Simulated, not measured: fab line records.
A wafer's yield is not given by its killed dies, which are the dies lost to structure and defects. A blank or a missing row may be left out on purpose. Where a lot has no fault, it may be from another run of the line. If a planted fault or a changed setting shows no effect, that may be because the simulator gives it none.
fab line records ; flow ritCmos ; part 2 of 2: steps 30 to 40 of 40
record: lots: 5; wafers: 15; lastDay: 8
route steps=202 shown ACTIVE@19 FOX1@20 FOX2@23 NWELL@28 PWELL@39 WELLDRIVE@50 NRETRO@53
lots that met no fault: taken from a fault-free run of the same line
startH: hours from the record's first day to the start of the lot's first wafer shown ; waitH: time in hours since the lot's previous step ; " the same as in the row above ; L1.1+2: several wafers, shown together as one row ; - no value present, or no start provided ; * or withheld: withheld ; < > ~ a bound
route shown NAME@n: NAME is a module with steps in the file, n the number in the route of the first one ; usual: average and standard deviation across the fault-free wafers ; same: alike in all rows ; chamber/n: place in a boat ; sites: per-site readings ; _std_site: their standard deviation ; _edge_site: the outer-site mean with the inner-site mean subtracted ; radiusMm: for every site, how far away it sits from the centre of the wafer ; mask NAME#n: copy n ; behind: the most recent tool/chamber to have shaped the wafer ; hold: cause of the lot's hold/its duration in hours/its outcome ; device: which transistor (n, p or np) failed to switch ; end of line: tests run on the same wafers once the route is complete ; a step given without rows: its recipe and nothing more ; killed: at the first sort, the dies lost to defects and structure; wafer yield is something else ; map: per-die view of a wafer (x killed, . not killed, _ where there is no die)
set.NAME: the setting the step ran with; set.NAME@STEP: the setting that earlier step ran with ; model.NAME: the simulator's own value behind a step, which no gauge read
lots seen at some steps along the route; tables by step, rows by wafer
services: the hour from which a tool's chamber was out of use, counted from the record's first day as startH (under 0 if before that day), plus the number of hours and why
== steps ==
step: RIT_PWELL_STRIP_09
recipe: chemistry: O2; timeS: 180; resist: NOVOLAK; platenTempC: withheld; powerW: 500; pressureMtorr: 4000; o2FlowSccm: 4000
usual: drypumpMotorCurrentA: 5.9/0.55
lot.wafer;tool;chamber;startH;waitH;drypumpMotorCurrentA;rfHoursCounterH
L074.2;plasmaAsher-04;1;24.82;0.1;6.1;38
L074.3;plasmaAsher-04;0;24.82;0.1;5.4;-
L074.4;plasmaAsher-04;1;24.82;0.1;6.1;-
L084.1;plasmaAsher-02;1;76.09;0.1;5.5;44
L084.3;plasmaAsher-02;1;76.09;0.1;5.4;-
L084.6;plasmaAsher-02;0;76.09;0.1;6.6;-
L086.3;plasmaAsher-02;0;85.14;0.1;6.6;-
L086.5;plasmaAsher-02;0;85.14;0.1;6.6;-
L086.6;plasmaAsher-02;1;85.14;0.1;5.5;-
L089.1;plasmaAsher-03;1;103.09;0.1;5.0;31
L089.3;plasmaAsher-03;1;103.09;0.1;5.0;-
L089.6;plasmaAsher-03;0;103.09;0.1;6.3;-
L095.2;plasmaAsher-03;1;136.40;0.1;5.0;34
L095.5;plasmaAsher-03;0;136.40;0.1;6.3;-
L095.6;plasmaAsher-03;1;136.40;0.1;5.0;-
step: RIT_PWELL_TW_MEAS_10
usual: PWELL_TW: 943/16
lot.wafer;tool;chamber;startH;waitH;PWELL_TW
L074.2;filmMetro-04;-;25.00;0.1;931
L074.3;filmMetro-04;-;25.00;0.1;934
L074.4;filmMetro-04;-;25.00;0.1;931
L084.1;filmMetro-04;-;76.27;0.1;931
L084.3;filmMetro-04;-;76.27;0.1;931
L084.6;filmMetro-04;-;76.27;0.1;934
L086.3;filmMetro-04;-;85.28;0.1;929
L086.5;filmMetro-04;-;85.28;0.1;932
L086.6;filmMetro-04;-;85.28;0.1;933
L089.1;filmMetro-02;-;103.27;0.1;966
L089.3;filmMetro-02;-;103.27;0.1;962
L089.6;filmMetro-02;-;103.27;0.1;966
L095.2;filmMetro-04;-;136.59;0.1;921
L095.5;filmMetro-04;-;136.59;0.1;925
L095.6;filmMetro-04;-;136.59;0.1;928
step: RIT_WELLDRIVE_ANNEAL_00
recipe: tempC: 1100; timeS: 14700; ambient: N2
lot.wafer;tool;chamber;startH;waitH
L074.2+3+4;furnace-04;0;25.05;0.0
L084.1+3+6;furnace-03;0;76.54;0.3
L086.3+5+6;furnace-04;0;87.53;2.2
L089.1+3+6;furnace-03;0;105.08;1.8
L095.2+5+6;furnace-03;0;139.78;3.2
step: RIT_WELLDRIVE_RS_MEAS_01
recipe: thkMeasGauge: four-point-probe
usual: NWELL_RS: 275.2/0.69
lot.wafer;tool;chamber;startH;waitH;NWELL_RS[ohm/sq]
L074.2;filmMetro-02;-;30.15;0.0;274.9
L074.3;filmMetro-02;-;30.15;0.0;275.6
L074.4;filmMetro-02;-;30.15;0.0;275.7
L084.1;filmMetro-04;-;81.63;0.0;274.3
L084.3;filmMetro-04;-;81.63;0.0;274.7
L084.6;filmMetro-04;-;81.63;0.0;275.1
L086.3;filmMetro-04;-;92.65;0.0;275.8
L086.5;filmMetro-04;-;92.65;0.0;275.3
L086.6;filmMetro-04;-;92.65;0.0;276.5
L089.1;filmMetro-04;-;110.16;0.0;274.8
L089.3;filmMetro-04;-;110.16;0.0;275.1
L089.6;filmMetro-04;-;110.16;0.0;275.3
L095.2;filmMetro-03;-;144.88;0.0;276.9
L095.5;filmMetro-03;-;144.88;0.0;276.0
L095.6;filmMetro-03;-;144.88;0.0;277.0
step: RIT_WELLDRIVE_RS_MEAS_02
recipe: thkMeasGauge: four-point-probe
usual: PWELL_RS: 428.9/1.2
lot.wafer;tool;chamber;startH;waitH;PWELL_RS[ohm/sq]
L074.2;filmMetro-02;-;30.27;0.1;430.3
L074.3;filmMetro-02;-;30.27;0.1;430.7
L074.4;filmMetro-02;-;30.27;0.1;430.4
L084.1;filmMetro-04;-;81.75;0.1;430.2
L084.3;filmMetro-04;-;81.75;0.1;429.6
L084.6;filmMetro-04;-;81.75;0.1;429.2
L086.3;filmMetro-04;-;92.77;0.1;429.0
L086.5;filmMetro-04;-;92.77;0.1;428.8
L086.6;filmMetro-04;-;92.77;0.1;428.7
L089.1;filmMetro-04;-;110.28;0.1;428.8
L089.3;filmMetro-04;-;110.28;0.1;428.6
L089.6;filmMetro-04;-;110.28;0.1;429.0
L095.2;filmMetro-03;-;145.00;0.1;430.2
L095.5;filmMetro-03;-;145.00;0.1;429.3
L095.6;filmMetro-03;-;145.00;0.1;428.9
step: RIT_NRETRO_HMDS_00
recipe: primeTimeS: 60; primeTempC: 140
usual: chillPlateTempC: 23.01/0.094
lot.wafer;tool;chamber;startH;waitH;chillPlateTempC
L074.2;lithoTrack-02;0;30.40;0.1;23.10
L074.3;lithoTrack-02;0;30.40;0.1;22.96
L074.4;lithoTrack-02;0;30.40;0.1;22.91
L084.1;lithoTrack-02;0;81.87;0.1;23.03
L084.3;lithoTrack-02;0;81.87;0.1;23.03
L084.6;lithoTrack-02;0;81.87;0.1;23.09
L086.3;lithoTrack-02;0;92.90;0.1;22.88
L086.5;lithoTrack-02;0;92.90;0.1;22.99
L086.6;lithoTrack-02;0;92.90;0.1;23.03
L089.1;lithoTrack-03;0;110.40;0.1;22.95
L089.3;lithoTrack-03;0;110.40;0.1;22.96
L089.6;lithoTrack-03;0;110.40;0.1;22.96
L095.2;lithoTrack-02;0;145.13;0.1;23.05
L095.5;lithoTrack-02;0;145.13;0.1;22.93
L095.6;lithoTrack-02;0;145.13;0.1;23.05
step: RIT_NRETRO_COAT_01
recipe: resist: NOVOLAK; spinRpm: 2000; resistThkNm: 1300
usual: chillPlateTempC: 23.00/0.1
lot.wafer;tool;chamber;startH;waitH;chillPlateTempC
L074.2;lithoTrack-02;0;30.55;0.1;22.82
L074.3;lithoTrack-02;0;30.55;0.1;22.85
L074.4;lithoTrack-02;0;30.55;0.1;22.89
L084.1;lithoTrack-02;0;82.02;0.1;23.07
L084.3;lithoTrack-02;0;82.02;0.1;22.98
L084.6;lithoTrack-02;0;82.02;0.1;23.12
L086.3;lithoTrack-02;0;93.05;0.1;23.08
L086.5;lithoTrack-02;0;93.05;0.1;22.94
L086.6;lithoTrack-02;0;93.05;0.1;22.92
L089.1;lithoTrack-03;0;110.55;0.1;22.92
L089.3;lithoTrack-03;0;110.55;0.1;22.90
L089.6;lithoTrack-03;0;110.55;0.1;22.92
L095.2;lithoTrack-02;0;145.28;0.1;23.00
L095.5;lithoTrack-02;0;145.28;0.1;23.08
L095.6;lithoTrack-02;0;145.28;0.1;22.88
step: RIT_NRETRO_SOFTBAKE_02
recipe: resist: NOVOLAK; tempC: 90; timeS: 60
usual: chillPlateTempC: 23.00/0.1; heaterPowerTotalW: 34.56/0.052
lot.wafer;tool;chamber;startH;waitH;chillPlateTempC;heaterPowerTotalW
L074.2;lithoTrack-02;0;30.70;0.1;22.90;34.61
L074.3;lithoTrack-02;0;30.70;0.1;22.93;34.62
L074.4;lithoTrack-02;0;30.70;0.1;22.89;34.55
L084.1;lithoTrack-02;0;82.17;0.1;22.90;34.56
L084.3;lithoTrack-02;0;82.17;0.1;23.01;34.49
L084.6;lithoTrack-02;0;82.17;0.1;23.03;34.55
L086.3;lithoTrack-02;0;93.20;0.1;23.01;34.59
L086.5;lithoTrack-02;0;93.20;0.1;23.05;34.51
L086.6;lithoTrack-02;0;93.20;0.1;23.15;34.50
L089.1;lithoTrack-03;0;110.70;0.1;22.98;34.55
L089.3;lithoTrack-03;0;110.70;0.1;23.07;34.50
L089.6;lithoTrack-03;0;110.70;0.1;23.00;34.59
L095.2;lithoTrack-02;0;145.43;0.1;22.81;34.71
L095.5;lithoTrack-02;0;145.43;0.1;22.91;34.56
L095.6;lithoTrack-02;0;145.43;0.1;22.92;34.59
step: RIT_NRETRO_EXPOSE_03
recipe: maskId: M4; na: 0.57; targetCdNm: 43900; doseMj: 250
lot.wafer;tool;chamber;startH;waitH;mask
L074.2+3+4;ilineStepper-01;0;30.91;0.2;M4#0
L084.1+3+6;ilineStepper-01;0;82.52;0.3;M4#0
L086.3+5+6;ilineStepper-01;0;93.46;0.2;M4#0
L089.1+3+6;ilineStepper-01;0;110.98;0.2;M4#0
L095.2+5+6;ilineStepper-01;0;145.81;0.4;M4#0
step: RIT_NRETRO_PEB_04
recipe: resist: NOVOLAK; tempC: withheld; timeS: withheld
usual: chillPlateTempC: *
lot.wafer;tool;chamber;startH;waitH;chillPlateTempC
L074.2;lithoTrack-02;0;31.04;0.1;*
L074.3;lithoTrack-02;0;31.04;0.1;*
L074.4;lithoTrack-02;0;31.04;0.1;*
L084.1;lithoTrack-03;0;82.63;0.1;*
L084.3;lithoTrack-03;0;82.63;0.1;*
L084.6;lithoTrack-03;0;82.63;0.1;*
L086.3;lithoTrack-03;0;93.59;0.1;*
L086.5;lithoTrack-03;0;93.59;0.1;*
L086.6;lithoTrack-03;0;93.59;0.1;*
L089.1;lithoTrack-02;0;111.09;0.1;*
L089.3;lithoTrack-02;0;111.09;0.1;*
L089.6;lithoTrack-02;0;111.09;0.1;*
L095.2;lithoTrack-03;0;145.93;0.1;*
L095.5;lithoTrack-03;0;145.93;0.1;*
L095.6;lithoTrack-03;0;145.93;0.1;*
step: RIT_NRETRO_DEVELOP_05
recipe: resist: NOVOLAK; developTimeS: 68; devTempC: 23
usual: chillPlateTempC: 23.01/0.11
lot.wafer;tool;chamber;startH;waitH;chillPlateTempC
L074.2;lithoTrack-02;0;-;-;23.24
L074.3;lithoTrack-02;0;-;-;23.16
L074.4;lithoTrack-02;0;-;-;23.16
L084.1;lithoTrack-03;0;-;-;23.00
L084.3;lithoTrack-03;0;-;-;22.99
L084.6;lithoTrack-03;0;-;-;22.96
L086.3;lithoTrack-03;0;-;-;23.02
L086.5;lithoTrack-03;0;-;-;23.06
L086.6;lithoTrack-03;0;-;-;23.15
L089.1;lithoTrack-02;0;-;-;23.18
L089.3;lithoTrack-02;0;-;-;23.07
L089.6;lithoTrack-02;0;-;-;23.03
L095.2;lithoTrack-03;0;-;-;23.10
L095.5;lithoTrack-03;0;-;-;22.96
L095.6;lithoTrack-03;0;-;-;23.04
== services ==
tool;chamber;startH;hours;kind
ilineStepper-02;-;16.33;21.4;repair
plasmaAsher-03;-;27.16;14.6;pm
implanter-01;-;31.29;0.7;repair
plasmaAsher-04;-;35.24;10.0;pm
implanter-01;-;38.64;4.0;pm
furnace-03;-;43.47;3.1;pm
plasmaAsher-02;-;44.58;1.2;repair
wetBench-01;-;46.24;33.6;pm
plasmaAsher-04;-;47.58;3.2;repair
ilineStepper-02;0;59.27;-;calibration
ilineStepper-01;0;60.40;-;calibration
implanter-02;-;88.23;6.2;repair
plasmaAsher-02;-;92.16;14.6;pm
wetBench-01;-;108.21;1.2;repair
plasmaAsher-01;-;108.75;9.0;pm
plasmaAsher-01;0;108.75;9.0;ventCycle
plasmaAsher-01;1;108.75;9.0;ventCycle
furnace-04;-;108.93;75.3;pm
ilineStepper-01;-;111.55;2.7;repair
plasmaAsher-03;-;112.93;2.7;repair
implanter-01;-;116.89;1.2;repair
plasmaAsher-04;-;116.94;2.9;repair
furnace-01;-;126.73;3.7;pm
furnace-03;-;137.66;2.1;repair
